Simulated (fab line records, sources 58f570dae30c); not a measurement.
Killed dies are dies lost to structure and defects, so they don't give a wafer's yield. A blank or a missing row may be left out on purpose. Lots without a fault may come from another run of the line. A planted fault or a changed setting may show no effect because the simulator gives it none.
Which tool did it? | flow berkeley_cmos170 | 14 lots, 42 wafers sampled, at 3 steps of a route of 331

WHAT THE GAUGES READ, wafer by wafer
UCB170_M1_OVL_MEAS_10.
lot  | measured     | on         | M1_OVL (nm)
L375 | day 8 05:03  | overlay-02 | 0 0 5
L374 | day 8 10:59  | overlay-01 | -6 4 -3
L378 | day 8 18:34  | overlay-02 | -7 -6 -7
L381 | day 9 11:10  | overlay-01 | -4 6 -2
L380 | day 9 11:38  | overlay-01 | -7 -4 -5
L383 | day 10 10:08 | overlay-02 | 3 6 8
L385 | day 10 09:31 | overlay-02 | -4 3 -8
L384 | day 10 12:04 | overlay-01 | 0 1 -9
L387 | day 10 19:01 | overlay-02 | 0 -8 0
L388 | day 10 21:38 | overlay-02 | -9 -2 1
L393 | day 12 00:16 | overlay-01 | 4 6 -5
L395 | day 12 14:55 | overlay-02 | -3 -4 -7
L392 | day 12 16:52 | overlay-02 | -3 -1 -2
L396 | day 12 17:26 | overlay-02 | -1 0 -6

WHICH TOOL RAN EACH LOT (tool, then ch and the chambers of the sampled wafers, then the start)
lot  | UCB170_CONTACT_STRIP_06              | UCB170_CONTACT_STRIP_19
L375 | plasma_asher-04 ch 0,1, day 8 01:49  | plasma_asher-04 ch 0,1, day 8 03:19
L374 | plasma_asher-02 ch 0,1, day 8 04:32  | plasma_asher-02 ch 0,1, day 8 08:55
L378 | plasma_asher-02 ch 0,1, day 8 14:23  | plasma_asher-03 ch 0,1, day 8 16:27
L381 | plasma_asher-02 ch 0,1, day 9 06:08  | plasma_asher-03 ch 0,1, day 9 09:01
L380 | plasma_asher-03 ch 0,1, day 9 06:31  | plasma_asher-02 ch 0,1, day 9 09:08
L383 | plasma_asher-04 ch 0,1, day 10 05:41 | plasma_asher-02 ch 0,1, day 10 07:55
L385 | plasma_asher-02 ch 0,1, day 10 05:41 | plasma_asher-04 ch 0,1, day 10 07:53
L384 | plasma_asher-03 ch 0,1, day 10 07:19 | plasma_asher-02 ch 0,1, day 10 10:06
L387 | plasma_asher-04 ch 0,1, day 10 15:06 | plasma_asher-02 ch 0,1, day 10 16:43
L388 | plasma_asher-03 ch 0,1, day 10 17:11 | plasma_asher-04 ch 0,1, day 10 19:31
L393 | plasma_asher-04 ch 0,1, day 11 20:25 | plasma_asher-02 ch 0,1, day 11 22:33
L395 | plasma_asher-03 ch 0,1, day 12 10:07 | plasma_asher-03 ch 0,1, day 12 12:39
L392 | plasma_asher-02 ch 0,1, day 12 12:42 | plasma_asher-02 ch 0,1, day 12 15:17
L396 | plasma_asher-03 ch 0,1, day 12 12:49 | plasma_asher-04 ch 0,1, day 12 15:35
- UCB170_CONTACT_STRIP_06: strips in O2.
- UCB170_CONTACT_STRIP_19: strips in O2.

WHAT THE TOOLS THEMSELVES READ (means of the sampled wafers that have a number; where no wafer has one, the mark that the record gives instead)
UCB170_CONTACT_STRIP_06.
lot  | tool            | chamber_pressure_mTorr (mTorr) | drypump_motor_current_A (A) | oes_product_au (a.u.) | strip_time_to_endpoint_s (s)
L375 | plasma_asher-04 | 3501.0                         | 5.2                         | 0.737                 | 22.06
L374 | plasma_asher-02 | 3499.0                         | 5.5                         | 0.734                 | 21.96
L378 | plasma_asher-02 | 3501.5                         | 5.4                         | 0.736                 | 21.95
L381 | plasma_asher-02 | 3498.5                         | 5.4                         | 0.732                 | 21.94
L380 | plasma_asher-03 | 3499.0                         | 6.2                         | 0.731                 | 21.84
L383 | plasma_asher-04 | 3502.0                         | 5.2                         | 0.733                 | 21.94
L385 | plasma_asher-02 | 3501.0                         | 5.6                         | 0.733                 | 21.89
L384 | plasma_asher-03 | 3500.6                         | 5.9                         | 0.732                 | 21.95
L387 | plasma_asher-04 | 3500.8                         | 5.6                         | 0.731                 | 21.90
L388 | plasma_asher-03 | 3499.0                         | 6.0                         | 0.733                 | 21.86
L393 | plasma_asher-04 | 3499.9                         | 5.6                         | 0.736                 | 21.95
L395 | plasma_asher-03 | 3500.3                         | 5.9                         | 0.733                 | 22.10
L392 | plasma_asher-02 | 3500.5                         | 5.6                         | 0.732                 | 22.01
L396 | plasma_asher-03 | 3500.8                         | 6.2                         | 0.738                 | 22.00

UCB170_CONTACT_STRIP_19.
lot  | tool            | chamber_pressure_mTorr (mTorr) | drypump_motor_current_A (A) | oes_product_au (a.u.)
L375 | plasma_asher-04 | 3499                           | 5.2                         | 0.728
L374 | plasma_asher-02 | 3498                           | 5.4                         | 0.721
L378 | plasma_asher-03 | 3498                           | 6.2                         | 0.722
L381 | plasma_asher-03 | 3501                           | 6.0                         | 0.723
L380 | plasma_asher-02 | 3500                           | 5.6                         | 0.729
L383 | plasma_asher-02 | 3501                           | 5.4                         | 0.720
L385 | plasma_asher-04 | 3501                           | 5.6                         | 0.723
L384 | plasma_asher-02 | 3501                           | 5.4                         | 0.726
L387 | plasma_asher-02 | 3502                           | 5.4                         | 0.729
L388 | plasma_asher-04 | 3498                           | 5.6                         | 0.720
L393 | plasma_asher-02 | 3500                           | 5.4                         | 0.721
L395 | plasma_asher-03 | 3498                           | 6.0                         | 0.725
L392 | plasma_asher-02 | 3499                           | 5.4                         | 0.724
L396 | plasma_asher-04 | 3503                           | 5.2                         | 0.727

THE ANSWER, worked out from the rows above alone
Rule: what is usual is taken from the lots themselves. Put in order of their means at a reading, lots are off if they are a third of the lots or fewer, leave a main group of 4 or more, and stand apart from it by a gap of 3 or more times the standard deviation of the main group's means; of several such gaps the widest counts. A main group whose means are all the same, to the digits that the tables above print for the reading, isn't used. A lot without any number at a reading at which 4 lots or more have one is off too. The other lots that the step has rows for count as sound. The gauges are gone through in route order, then the tools' own readings, and for those a lot's mean is taken as printed above. The first step at which some lot is off is used, and at that step the reading that is off furthest; a lot without a number counts as furthest.
No lot is off at any reading shown: from this, nothing can be told.

WHAT THE SIMULATOR HAD PUT IN
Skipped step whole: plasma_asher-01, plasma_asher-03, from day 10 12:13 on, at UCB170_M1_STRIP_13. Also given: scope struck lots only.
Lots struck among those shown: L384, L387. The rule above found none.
